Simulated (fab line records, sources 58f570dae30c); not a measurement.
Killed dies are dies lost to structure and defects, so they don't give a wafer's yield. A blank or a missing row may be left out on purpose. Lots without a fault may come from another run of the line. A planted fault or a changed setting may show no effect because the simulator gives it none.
Problem report in the 8D (eight disciplines) form, filled by code | flow berkeley_cmos170 | the parts of the form that need people (team, actions taken, sign-off) are left out

1. THE PROBLEM
oes_product_au at UCB170_GATE_ETCH_15 reads a mean of 0.943 a.u. on 9 wafers of 3 lots; wafers without a fault read 0.831 a.u. with a standard deviation of 0.017. That is +6.6 standard deviations from the usual mean.
The step: etches poly-Si in HBr/Cl2, stops on SiO2, time 56.3 s, target depth 278.2 nm.
First seen on wafer L318.3, day 10 00:45, on rie_si-02. The record holds 21 wafers of 7 lots with a number at this step. Rule for "out", or "out of limits": more than 4 standard deviations from the usual mean. The other wafers with a number count as sound.

2. WHAT IT IS AND WHAT IT IS NOT
question                    | is                     | is not
which readings at this step | oes_product_au         | drypump_motor_current_A, throttle_valve_pct
which lots                  | L318, L320, L322       | L306, L311, L312, L328
which wafers of those lots  | all that have a number | -
read on which tools         | rie_si-02              | rie_si-01
when                        | from day 10 00:45      | up to then (9 sound wafers); but 3 sound wafers of L328 came after

3. SUSPECTS, AND WHAT RULES EACH OUT
Counting: a tool at a process step up to the reading stays a suspect if it ran every lot that is out and no sound lot after the first of them.
- rie_si-02 at UCB170_GATE_ETCH_15 (etches poly-Si in HBr/Cl2, stops on SiO2, time 56.3 s, target depth 278.2 nm): kept. It ran every lot that is out, first L318 (day 10 00:45), and no sound lot after that; its last sound lot up to then is L312 (day 8 07:29). Its own readings are out on those wafers: oes_product_au.
Left after counting: rie_si-02 at UCB170_GATE_ETCH_15.

4. THE CAUSE (what the simulator had put in)
Process parameter drift: rie_si-02, from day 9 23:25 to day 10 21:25, at UCB170_GATE_ETCH_15. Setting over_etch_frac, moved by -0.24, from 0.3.
Counting left only this tool.

5. THE CHAIN OF EFFECTS, in route order
Each row: a reading whose mean over the struck wafers that have a number lies more than 3 standard deviations from the usual. Only readings for which the record gives a usual standard deviation are gone through. hours: the time from each lot's start at the first step in this table that gives one to its start at this step, as a median over the lots. sigmas: the change in usual standard deviations.
hours | step                | reading        | usual      | on struck wafers | change | sigmas
0     | UCB170_GATE_ETCH_15 | oes_product_au | 0.831 a.u. | 0.943            | +0.112 | +6.6
The process steps in it:
- UCB170_GATE_ETCH_15: etches poly-Si in HBr/Cl2, stops on SiO2, time 56.3 s, target depth 278.2 nm.

6. WHAT WOULD HAVE CAUGHT IT SOONER
In this record the first reading out of limits was taken at day 10 00:45, 1 hour after the fault began at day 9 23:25.
